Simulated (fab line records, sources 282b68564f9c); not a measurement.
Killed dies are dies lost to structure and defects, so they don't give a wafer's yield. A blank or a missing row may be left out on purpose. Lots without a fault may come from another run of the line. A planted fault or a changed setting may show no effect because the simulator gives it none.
Which tool did it? | flow rit_cmos | 14 lots, 40 wafers sampled, at 2 steps of a route of 202

WHAT THE GAUGES READ, wafer by wafer
The record holds no reading of a measuring or inspecting step that can be judged against a usual standard deviation.

WHICH TOOL RAN EACH LOT (tool, then ch and the chambers of the sampled wafers, then the start)
lot  | RIT_GATE_ETCH_19                | RIT_M1_PROBE_99
L160 | rie_si-01 ch 0,3, day 2 22:04   | -
L161 | rie_si-02 ch 0,1, day 3 05:32   | -
L162 | rie_si-01 ch 0,2, day 3 12:20   | -
L163 | rie_si-02 ch 1,2,3, day 3 16:20 | -
L165 | rie_si-02 ch 1,2, day 4 00:07   | -
L166 | rie_si-01 ch 0,1, day 4 01:23   | -
L167 | rie_si-02 ch 0,1,3, day 4 10:50 | -
L171 | rie_si-02 ch 0,1, day 5 05:22   | -
L173 | rie_si-02 ch 0,1, day 5 11:51   | -
L174 | rie_si-01 ch 1,2,3, day 5 20:33 | -
L177 | rie_si-02 ch 0,1,3, day 6 12:58 | -
L179 | rie_si-02 ch 0, day 6 21:32     | -
L181 | rie_si-02 ch 0,2, day 7 10:55   | prober-01, day 8 07:22
L182 | rie_si-01 ch 0,1,2, day 7 12:34 | -
- RIT_GATE_ETCH_19: etches poly-Si in SF6/CHF3/O2, stops on SiO2, time 165 s, target depth 312.5 nm.
- RIT_M1_PROBE_99

WHAT THE TOOLS THEMSELVES READ (means of the sampled wafers that have a number; where no wafer has one, the mark that the record gives instead)
RIT_GATE_ETCH_19. Usual: drypump_motor_current_A 5.8 A, standard deviation 0.37; oes_product_au 0.838 a.u., standard deviation 0.014; run_length_s 193.2 s, standard deviation 0.41; throttle_valve_pct 10.24 %, standard deviation 0.15.
lot  | tool      | drypump_motor_current_A (A) | oes_product_au (a.u.) | run_length_s (s) | throttle_valve_pct (%) | flag
L160 | rie_si-01 | 5.6                         | 0.831                 | 193.2            | 10.33                  |
L161 | rie_si-02 | 5.6                         | 0.840                 | 192.7            | 10.14                  |
L162 | rie_si-01 | 5.9                         | 0.831                 | 193.3            | 10.36                  |
L163 | rie_si-02 | 5.5                         | 0.852                 | 193.2            | 10.20                  |
L165 | rie_si-02 | 5.6                         | 0.842                 | 192.7            | 10.13                  |
L166 | rie_si-01 | 6.1                         | 0.830                 | 193.1            | 10.25                  |
L167 | rie_si-02 | 5.5                         | 0.845                 | 192.8            | 10.21                  |
L171 | rie_si-02 | 5.7                         | 0.841                 | 192.7            | 10.27                  |
L173 | rie_si-02 | 5.7                         | 0.821                 | 192.8            | 10.13                  |
L174 | rie_si-01 | 6.1                         | 0.829                 | 193.2            | 10.13                  |
L177 | rie_si-02 | 5.6                         | 0.842                 | 193.0            | 10.21                  |
L179 | rie_si-02 | 5.9                         | 0.987                 | 151.8            | 10.38                  | OFF
L181 | rie_si-02 | 5.7                         | 0.943                 | 165.8            | 10.37                  | OFF
L182 | rie_si-01 | 6.1                         | 0.830                 | 193.1            | 10.26                  |

RIT_M1_PROBE_99. Usual: killed_at_contacts 0.0, standard deviation 0.22; killed_at_front_end 7, standard deviation 3; killed_dies 7, standard deviation 3.1; killed_on_rim 1.8, standard deviation 1.4; killed_open 3.4, standard deviation 2.1; killed_short 3.4, standard deviation 2.
lot  | tool      | killed_at_contacts | killed_at_front_end | killed_dies | killed_on_rim | killed_open | killed_short | flag
L181 | prober-01 | 0.0                | 176                 | 176         | 47.0          | 0.7         | 3.7          | OFF

THE ANSWER, worked out from the rows above alone
Rule: a lot is off if the mean of its wafers that have a number lies more than 3 standard deviations from the usual mean. A lot without any number at a reading at which 4 lots or more have one is off too. The other lots that the step has rows for count as sound. The gauges are gone through in route order, then the tools' own readings, and for those a lot's mean is taken as printed above. The first step at which some lot is off is used, and at that step the reading that is off furthest; a lot without a number counts as furthest.
Off: L179, L181, at RIT_GATE_ETCH_19 (run_length_s).
A tool fits if, at that step or a process step before it, it ran every lot that is off, and no sound lot after the first of them. One fits: rie_si-02 at RIT_GATE_ETCH_19. Its last sound lot is L177 (day 6 12:58), its first lot that is off L179 (day 6 21:32): a fault that began between those two fits.
The tool's own readings at RIT_GATE_ETCH_19 bear it out: on the lots that are off they differ by more than 5 times the standard deviation of the sound lots' means. oes_product_au reads 0.965 a.u. there against 0.836 a.u. on the sound lots; run_length_s reads 158.8 s there against 193.0 s on the sound lots.

WHAT THE SIMULATOR HAD PUT IN
Process parameter drift: rie_si-02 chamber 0, from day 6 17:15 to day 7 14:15, at RIT_GATE_ETCH_19. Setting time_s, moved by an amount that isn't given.
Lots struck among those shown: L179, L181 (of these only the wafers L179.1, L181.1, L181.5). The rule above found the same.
